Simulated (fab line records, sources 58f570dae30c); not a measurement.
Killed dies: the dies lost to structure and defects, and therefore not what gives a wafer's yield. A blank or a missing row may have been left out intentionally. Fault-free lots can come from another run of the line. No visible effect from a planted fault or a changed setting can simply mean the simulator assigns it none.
Split-lot study + flow berkeleyCmos170 + on a route of 331 steps: 5 lots, 23 wafers read

## SPLIT DETAILS
At UCB170_PSD_IMPLANT_08, the setting doseCm2 was moved away from the recipe's 3e+15 on 5 of the 23 wafers read, by -4.0% to +6.8%. The other wafers ran this setting at the recipe's value.

## FROM THE SPLIT TO THE READING: what the file shows between them, 10 steps
- UCB170_PSD_STRIP_09: strips in O2
- UCB170_NSD_EXPOSE_03: exposes mask NSELECT MOD, target cd 1200 nm (also split here: doseMj)
- UCB170_NSD_PEB_04
- UCB170_NSD_DEVELOP_05: develop time 45 s
- UCB170_NSD_CD_MEAS_06: target cd 1200 nm
- UCB170_BACKSIDE_SOFTBAKE_02: time 60 s (also split here: timeS)
- UCB170_BACKSIDE_STRIP_03: strips in O2
- UCB170_BACKSIDE_CLEAN_04: cleans in SPM, time 600 s
- UCB170_SDANNEAL_RTA_00: time 10 s
- UCB170_SDANNEAL_RTA_01: time 5 s

## THE READING
PSD_RS (ohm/sq), read at UCB170_SDANNEAL_RS_MEAS_02 with a four-point probe. A value of 75.5 ohm/sq with a standard deviation of 0.33 ohm/sq is what fault-free wafers of this fab line usually give.

| wafer  | tool, chamber at the split | doseCm2 as run | against the recipe | PSD_RS, ohm/sq | against lot-mates on the recipe |
|--------|----------------------------|----------------|--------------------|----------------|---------------------------------|
| L080.1 | implanter-04, 0            | 3e+15          | recipe             | 75.5           | -                               |
| L080.2 | implanter-04, 0            | 3e+15          | recipe             | 75.8           | -                               |
| L080.5 | implanter-04, 0            | 3e+15          | recipe             | 75.7           | -                               |
| L082.1 | implanter-01, 0            | 3e+15          | recipe             | 75.6           | -                               |
| L082.2 | implanter-01, 0            | 2.881e+15      | -4.0%              | 77.5           | +2.1                            |
| L082.3 | implanter-01, 0            | 3e+15          | recipe             | 75.4           | -                               |
| L082.4 | implanter-01, 0            | 3e+15          | recipe             | 75.3           | -                               |
| L082.5 | implanter-01, 0            | 2.881e+15      | -4.0%              | 77.7           | +2.3                            |
| L081.1 | implanter-03, 0            | 3e+15          | recipe             | 75.2           | -                               |
| L081.2 | implanter-03, 0            | 3.205e+15      | +6.8%              | 71.7           | -3.8                            |
| L081.4 | implanter-03, 0            | 3.205e+15      | +6.8%              | 72.1           | -3.4                            |
| L081.5 | implanter-03, 0            | 3.205e+15      | +6.8%              | 72.1           | -3.4                            |
| L081.6 | implanter-03, 0            | 3e+15          | recipe             | 75.7           | -                               |
| L079.1 | implanter-04, 0            | 3e+15          | recipe             | 75.2           | -                               |
| L079.2 | implanter-04, 0            | 3e+15          | recipe             | 75.4           | -                               |
| L079.4 | implanter-04, 0            | 3e+15          | recipe             | 75.1           | -                               |
| L079.5 | implanter-04, 0            | 3e+15          | recipe             | 75.1           | -                               |
| L079.6 | implanter-04, 0            | 3e+15          | recipe             | 74.9           | -                               |
| L084.1 | implanter-03, 0            | 3e+15          | recipe             | 75.6           | -                               |
| L084.2 | implanter-03, 0            | 3e+15          | recipe             | 76.0           | -                               |
| L084.3 | implanter-03, 0            | 3e+15          | recipe             | 75.6           | -                               |
| L084.5 | implanter-03, 0            | 3e+15          | recipe             | 75.4           | -                               |
| L084.6 | implanter-03, 0            | 3e+15          | recipe             | 75.5           | -                               |

THE FIT
A straight line over all 23 wafers: PSD_RS changes by -0.516 ohm/sq for each +1% of doseCm2; r = -0.98; the points scatter about the line by 0.27 ohm/sq.
The same after taking each lot's own level away (the mean of its wafers on the recipe; 23 wafers): -0.518 ohm/sq for each +1%; r = -0.99; scatter 0.18 ohm/sq.
According to that fit, moving doseCm2 by its largest amount changes the reading by 3.5 ohm/sq.
The lots' own levels span 75.14 to 75.67 ohm/sq, that is 1.6 times the standard deviation above.
Consequently the slope shifts little with the lot-to-lot level, the two slopes agreeing.
Check: with one of the wafers moved furthest among these (+6.8%) left out of the fit, the line predicts -3.43 ohm/sq for it against its lot-mates. It came out at -3.75 ohm/sq against them.

## OTHER SPLITS ON THESE WAFERS
Before the reading, these wafers also passed through other splits. Each is held against what the fit with the lots' levels taken away leaves over:
| other split on the same wafers    | wafers away from the commonest value | r with PSD_RS (lot level and that fit taken away) |
|-----------------------------------|--------------------------------------|---------------------------------------------------|
| UCB170_PVT_COAT_01 spinRpm        | 6                                    | -0.20                                             |
| UCB170_GATE_OXIDATION_01 tempC    | 15                                   | -0.03                                             |
| UCB170_GATE_CVD_04 pressureMtorr  | 15                                   | +0.01                                             |
| UCB170_GATE_ETCH_15 overEtchFrac  | 11                                   | -0.03                                             |
| UCB170_NLDD_IMPLANT_08 energyKev  | 11                                   | +0.09                                             |
| UCB170_NSD_EXPOSE_03 doseMj       | 9                                    | -0.15                                             |
| UCB170_BACKSIDE_SOFTBAKE_02 timeS | 6                                    | +0.11                                             |

## THE WHOLE CHAIN: every reading that the file lists as answering this split, in the file's order
| step                       | what it does                 | reading              | change (the file's fit)              | r (the file's) |
|----------------------------|------------------------------|----------------------|--------------------------------------|----------------|
| UCB170_PSD_STRIP_09        | strips in O2                 | stripTimeToEndpointS | withheld for each +1% of the setting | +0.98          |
| UCB170_SDANNEAL_RS_MEAS_02 | measures by four-point-probe | PSD_RS               | -0.518 for each +1% of the setting   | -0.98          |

## THE FILE'S OWN FIT
PSD_RS changes by -0.518 ohm/sq for each +1% of doseCm2, r = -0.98.
